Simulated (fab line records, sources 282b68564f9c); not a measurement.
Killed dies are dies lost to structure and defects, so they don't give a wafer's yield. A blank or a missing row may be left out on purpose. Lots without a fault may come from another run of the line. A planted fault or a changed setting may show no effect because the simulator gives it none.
Which tool did it? | flow rit_cmos | 15 lots, 45 wafers sampled, at 2 steps of a route of 202

WHAT THE GAUGES READ, wafer by wafer
The record holds no reading of a measuring or inspecting step that can be judged against a usual standard deviation.

WHICH TOOL RAN EACH LOT (tool, then ch and the chambers of the sampled wafers, then the start)
lot  | RIT_CONTACT_CLEAN_13           | RIT_M1_PROBE_99
L240 | wet_bench-02 ch 3, day 3 15:10 | prober-01, day 3 19:53
L241 | wet_bench-03 ch 2, day 3 21:21 | prober-01, day 4 02:02
L242 | wet_bench-03 ch 1, day 3 22:41 | prober-02, day 4 03:35
L244 | wet_bench-01 ch 3, day 4 04:45 | prober-02, day 4 09:16
L246 | wet_bench-01 ch 0, day 4 15:09 | prober-02, day 4 19:40
L247 | wet_bench-03 ch 0, day 4 21:31 | prober-01, day 5 02:02
L251 | wet_bench-01 ch 2, day 5 22:33 | prober-01, day 6 03:06
L252 | wet_bench-02 ch 0, day 6 01:05 | prober-02, day 6 05:34
L253 | wet_bench-03 ch 2, day 6 02:33 | prober-01, day 6 07:04
L258 | wet_bench-01 ch 2, day 7 03:22 | prober-02, day 7 08:01
L259 | wet_bench-01 ch 3, day 7 06:19 | prober-01, day 7 10:40
L260 | wet_bench-03 ch 2, day 7 10:12 | prober-02, day 7 14:41
L261 | wet_bench-02 ch 1, day 7 15:40 | prober-01, day 7 20:13
L262 | wet_bench-02 ch 3, day 8 00:50 | prober-02, day 8 05:24
L263 | wet_bench-01 ch 3, day 8 06:14 | prober-01, day 8 10:43
- RIT_CONTACT_CLEAN_13: cleans in SC1, time 600 s.
- RIT_M1_PROBE_99

WHAT THE TOOLS THEMSELVES READ (means of the sampled wafers that have a number; where no wafer has one, the mark that the record gives instead)
RIT_CONTACT_CLEAN_13. Usual: bath_guard_temp_C 75.1 C, standard deviation 0.58; bath_heat_duty_pct 15.0 %, standard deviation 1.2.
lot  | tool         | bath_guard_temp_C (C) | bath_heat_duty_pct (%) | flag
L240 | wet_bench-02 | 75.3                  | 15.3                   |
L241 | wet_bench-03 | 74.7                  | 15.1                   |
L242 | wet_bench-03 | 75.6                  | 12.8                   |
L244 | wet_bench-01 | 75.7                  | 16.5                   |
L246 | wet_bench-01 | 75.6                  | 13.6                   |
L247 | wet_bench-03 | 75.3                  | 15.4                   |
L251 | wet_bench-01 | -                     | -                      | OFF
L252 | wet_bench-02 | -                     | -                      | OFF
L253 | wet_bench-03 | -                     | -                      | OFF
L258 | wet_bench-01 | 74.1                  | 16.6                   |
L259 | wet_bench-01 | 75.8                  | 15.6                   |
L260 | wet_bench-03 | 74.8                  | 13.8                   |
L261 | wet_bench-02 | 74.5                  | 15.9                   |
L262 | wet_bench-02 | 75.3                  | 15.2                   |
L263 | wet_bench-01 | 75.7                  | 15.5                   |

RIT_M1_PROBE_99. Usual: killed_at_contacts 0.1, standard deviation 0.27; killed_at_front_end 7, standard deviation 3.3; killed_dies 7, standard deviation 3.3; killed_on_rim 2.0, standard deviation 1.5; killed_open 3.5, standard deviation 2; killed_short 3.8, standard deviation 2.2.
lot  | tool      | killed_at_contacts | killed_at_front_end | killed_dies | killed_on_rim | killed_open | killed_short | flag
L240 | prober-01 | 0.0                | 3                   | 3           | 0.0           | 1.3         | 2.0          |
L241 | prober-01 | 0.0                | 8                   | 8           | 2.0           | 3.3         | 4.0          |
L242 | prober-02 | 0.0                | 7                   | 7           | 2.0           | 2.7         | 4.0          |
L244 | prober-02 | 0.0                | 7                   | 7           | 2.0           | 4.7         | 2.3          |
L246 | prober-02 | 0.0                | 7                   | 7           | 0.7           | 3.0         | 4.3          |
L247 | prober-01 | 0.0                | 5                   | 5           | 1.3           | 3.0         | 2.3          |
L251 | prober-01 | 0.0                | 9                   | 9           | 2.0           | 4.3         | 5.0          |
L252 | prober-02 | 0.0                | 9                   | 9           | 3.7           | 4.7         | 4.0          |
L253 | prober-01 | 0.0                | 6                   | 6           | 0.7           | 3.0         | 3.0          |
L258 | prober-02 | 0.0                | 12                  | 12          | 3.0           | 4.3         | 7.3          |
L259 | prober-01 | 0.0                | 5                   | 5           | 2.0           | 3.3         | 1.7          |
L260 | prober-02 | 0.0                | 7                   | 7           | 2.0           | 2.7         | 4.0          |
L261 | prober-01 | 0.3                | 6                   | 6           | 0.7           | 3.3         | 3.0          |
L262 | prober-02 | 0.0                | 6                   | 6           | 1.7           | 2.0         | 4.0          |
L263 | prober-01 | 0.0                | 5                   | 5           | 2.0           | 3.3         | 1.7          |

THE ANSWER, worked out from the rows above alone
Rule: a lot is off if the mean of its wafers that have a number lies more than 3 standard deviations from the usual mean. A lot without any number at a reading at which 4 lots or more have one is off too. The other lots that the step has rows for count as sound. The gauges are gone through in route order, then the tools' own readings, and for those a lot's mean is taken as printed above. The first step at which some lot is off is used, and at that step the reading that is off furthest; a lot without a number counts as furthest.
Off: L251, L252, L253, at RIT_CONTACT_CLEAN_13 (bath_guard_temp_C). Without a number there: L251, L252, L253.
A tool fits if, at that step or a process step before it, it ran every lot that is off, and no sound lot after the first of them. None of those tried fits.

WHAT THE SIMULATOR HAD PUT IN
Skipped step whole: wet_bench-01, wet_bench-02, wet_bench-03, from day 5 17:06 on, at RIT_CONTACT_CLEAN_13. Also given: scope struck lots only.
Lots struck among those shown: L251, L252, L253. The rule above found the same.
